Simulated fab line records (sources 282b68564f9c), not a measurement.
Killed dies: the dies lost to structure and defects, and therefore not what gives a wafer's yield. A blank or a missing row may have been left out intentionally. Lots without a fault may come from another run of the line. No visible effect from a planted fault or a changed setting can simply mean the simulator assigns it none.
What tool caused it? || flow rit-cmos || 13 lots, 39 wafers sampled, at 3 steps of a route of 202

== WHAT EACH GAUGE READ, for each wafer ==
RIT_M1_CD_MEAS_09: target cd 2600 nm. Usual: 2600.2 nm for cd-nm, sd 2.2.
{"lot": "L688", "measured": "day 3 12:43", "on": "cd-sem-01", "cd-nm (nm)": "2599.2 2597.7 2598.9", "flag": ""}
{"lot": "L689", "measured": "day 3 16:19", "on": "cd-sem-02", "cd-nm (nm)": "2599.9 2600.8 2600.7", "flag": ""}
{"lot": "L690", "measured": "day 3 20:37", "on": "cd-sem-02", "cd-nm (nm)": "2603.8 2605.0 2604.6", "flag": ""}
{"lot": "L691", "measured": "day 4 03:17", "on": "cd-sem-01", "cd-nm (nm)": "2599.9 2599.0 2600.0", "flag": ""}
{"lot": "L693", "measured": "day 4 12:42", "on": "cd-sem-02", "cd-nm (nm)": "2600.2 2602.9 2603.4", "flag": ""}
{"lot": "L694", "measured": "day 4 16:29", "on": "cd-sem-01", "cd-nm (nm)": "2598.3 2597.6 2594.7", "flag": ""}
{"lot": "L695", "measured": "day 4 22:53", "on": "cd-sem-01", "cd-nm (nm)": "2249.4 2249.4 2248.0", "flag": "OFF"}
{"lot": "L704", "measured": "day 6 19:14", "on": "cd-sem-02", "cd-nm (nm)": "2597.2 2596.5 2600.8", "flag": ""}
{"lot": "L705", "measured": "day 6 23:57", "on": "cd-sem-02", "cd-nm (nm)": "2599.7 2599.7 2599.6", "flag": ""}
{"lot": "L706", "measured": "day 7 05:38", "on": "cd-sem-01", "cd-nm (nm)": "2602.9 2599.9 2602.2", "flag": ""}
{"lot": "L707", "measured": "day 7 10:42", "on": "cd-sem-02", "cd-nm (nm)": "2600.9 2599.1 2599.3", "flag": ""}
{"lot": "L708", "measured": "day 7 14:47", "on": "cd-sem-01", "cd-nm (nm)": "2603.1 2602.2 2602.0", "flag": ""}
{"lot": "L709", "measured": "day 7 20:12", "on": "cd-sem-01", "cd-nm (nm)": "2605.1 2602.8 2606.8", "flag": ""}

RIT_M1_CD_MEAS_90: target cd 2600 nm. Usual: 2601.0 nm for cd-nm, sd 2.7.
{"lot": "L688", "measured": "day 3 13:38", "on": "cd-sem-01", "cd-nm (nm)": "2598.1 2599.5 2599.6", "flag": ""}
{"lot": "L689", "measured": "day 3 17:14", "on": "cd-sem-01", "cd-nm (nm)": "2603.5 2599.3 2604.5", "flag": ""}
{"lot": "L690", "measured": "day 3 21:32", "on": "cd-sem-02", "cd-nm (nm)": "2603.0 2603.8 2602.9", "flag": ""}
{"lot": "L691", "measured": "day 4 04:14", "on": "cd-sem-01", "cd-nm (nm)": "2602.3 2599.5 2601.3", "flag": ""}
{"lot": "L693", "measured": "day 4 13:38", "on": "cd-sem-02", "cd-nm (nm)": "2600.4 2604.7 2603.7", "flag": ""}
{"lot": "L694", "measured": "day 4 17:26", "on": "cd-sem-02", "cd-nm (nm)": "2601.0 2598.1 2593.8", "flag": ""}
{"lot": "L695", "measured": "day 4 23:49", "on": "cd-sem-01", "cd-nm (nm)": "2253.3 2252.4 2246.1", "flag": "OFF"}
{"lot": "L704", "measured": "day 6 20:11", "on": "cd-sem-02", "cd-nm (nm)": "2597.5 2600.2 2599.4", "flag": ""}
{"lot": "L705", "measured": "day 7 00:52", "on": "cd-sem-02", "cd-nm (nm)": "2599.0 2600.1 2602.7", "flag": ""}
{"lot": "L706", "measured": "day 7 06:34", "on": "cd-sem-01", "cd-nm (nm)": "2599.9 2603.3 2599.8", "flag": ""}
{"lot": "L707", "measured": "day 7 11:37", "on": "cd-sem-02", "cd-nm (nm)": "2601.3 2601.0 2599.4", "flag": ""}
{"lot": "L708", "measured": "day 7 15:44", "on": "cd-sem-01", "cd-nm (nm)": "2604.6 2603.5 2603.0", "flag": ""}
{"lot": "L709", "measured": "day 7 21:07", "on": "cd-sem-01", "cd-nm (nm)": "2608.6 2601.0 2604.8", "flag": ""}

== WHICH TOOL RAN EACH LOT (tool, then ch and the chambers of the sampled wafers, then the start) ==
{"lot": "L688", "RIT_M1_EXPOSE_06": "iline-stepper-01 ch 0, day 3 12:12"}
{"lot": "L689", "RIT_M1_EXPOSE_06": "iline-stepper-01 ch 0, day 3 15:53"}
{"lot": "L690", "RIT_M1_EXPOSE_06": "iline-stepper-01 ch 0, day 3 20:11"}
{"lot": "L691", "RIT_M1_EXPOSE_06": "iline-stepper-02 ch 0, day 4 02:52"}
{"lot": "L693", "RIT_M1_EXPOSE_06": "iline-stepper-02 ch 0, day 4 12:16"}
{"lot": "L694", "RIT_M1_EXPOSE_06": "iline-stepper-01 ch 0, day 4 16:03"}
{"lot": "L695", "RIT_M1_EXPOSE_06": "iline-stepper-01 ch 0, day 4 22:28"}
{"lot": "L704", "RIT_M1_EXPOSE_06": "iline-stepper-02 ch 0, day 6 18:49"}
{"lot": "L705", "RIT_M1_EXPOSE_06": "iline-stepper-01 ch 0, day 6 23:31"}
{"lot": "L706", "RIT_M1_EXPOSE_06": "iline-stepper-02 ch 0, day 7 05:13"}
{"lot": "L707", "RIT_M1_EXPOSE_06": "iline-stepper-01 ch 0, day 7 10:15"}
{"lot": "L708", "RIT_M1_EXPOSE_06": "iline-stepper-02 ch 0, day 7 14:22"}
{"lot": "L709", "RIT_M1_EXPOSE_06": "iline-stepper-01 ch 0, day 7 19:46"}
- RIT_M1_EXPOSE_06: exposes mask M12, target cd 2600 nm.

== AS READ BY THE TOOLS THEMSELVES (means over the sampled wafers that have a number; for cases with no such wafer, the mark the record gives instead) ==
RIT_M1_EXPOSE_06. Usual: 0.0 nm for focus-offset-nm, sd 0.52.
{"lot": "L688", "tool": "iline-stepper-01", "focus-offset-nm (nm)": -0.1, "flag": ""}
{"lot": "L689", "tool": "iline-stepper-01", "focus-offset-nm (nm)": 0.9, "flag": ""}
{"lot": "L690", "tool": "iline-stepper-01", "focus-offset-nm (nm)": -0.3, "flag": ""}
{"lot": "L691", "tool": "iline-stepper-02", "focus-offset-nm (nm)": 0.0, "flag": ""}
{"lot": "L693", "tool": "iline-stepper-02", "focus-offset-nm (nm)": 0.1, "flag": ""}
{"lot": "L694", "tool": "iline-stepper-01", "focus-offset-nm (nm)": -0.2, "flag": ""}
{"lot": "L695", "tool": "iline-stepper-01", "focus-offset-nm (nm)": -0.2, "flag": ""}
{"lot": "L704", "tool": "iline-stepper-02", "focus-offset-nm (nm)": 0.3, "flag": ""}
{"lot": "L705", "tool": "iline-stepper-01", "focus-offset-nm (nm)": 0.8, "flag": ""}
{"lot": "L706", "tool": "iline-stepper-02", "focus-offset-nm (nm)": -0.5, "flag": ""}
{"lot": "L707", "tool": "iline-stepper-01", "focus-offset-nm (nm)": 0.0, "flag": ""}
{"lot": "L708", "tool": "iline-stepper-02", "focus-offset-nm (nm)": 0.4, "flag": ""}
{"lot": "L709", "tool": "iline-stepper-01", "focus-offset-nm (nm)": 0.1, "flag": ""}

== THE ANSWER, worked out from the rows above alone ==
Rule: lot off if the mean of its wafers having a number is beyond 3 standard deviations from the usual mean. A lot without any number at a reading at which 4 lots or more have one is off too. Any other lot the step has rows for is counted as sound. First the gauges in route order, then the tools' own readings, where a lot's mean is used as printed above. The first step at which some lot is off is used, and at that step the reading that is off furthest; a lot without a number counts as furthest.
Off: L695 (RIT_M1_CD_MEAS_09, cd-nm).
If a tool, at a process step before that reading, ran all the lots that are off and no sound lot after the first of them, it fits. Those tools and the gauges at RIT_M1_CD_MEAS_09 are tried in the same way. Not one of the candidates tried fits.

== WHAT HAD BEEN PUT IN BY THE SIMULATOR ==
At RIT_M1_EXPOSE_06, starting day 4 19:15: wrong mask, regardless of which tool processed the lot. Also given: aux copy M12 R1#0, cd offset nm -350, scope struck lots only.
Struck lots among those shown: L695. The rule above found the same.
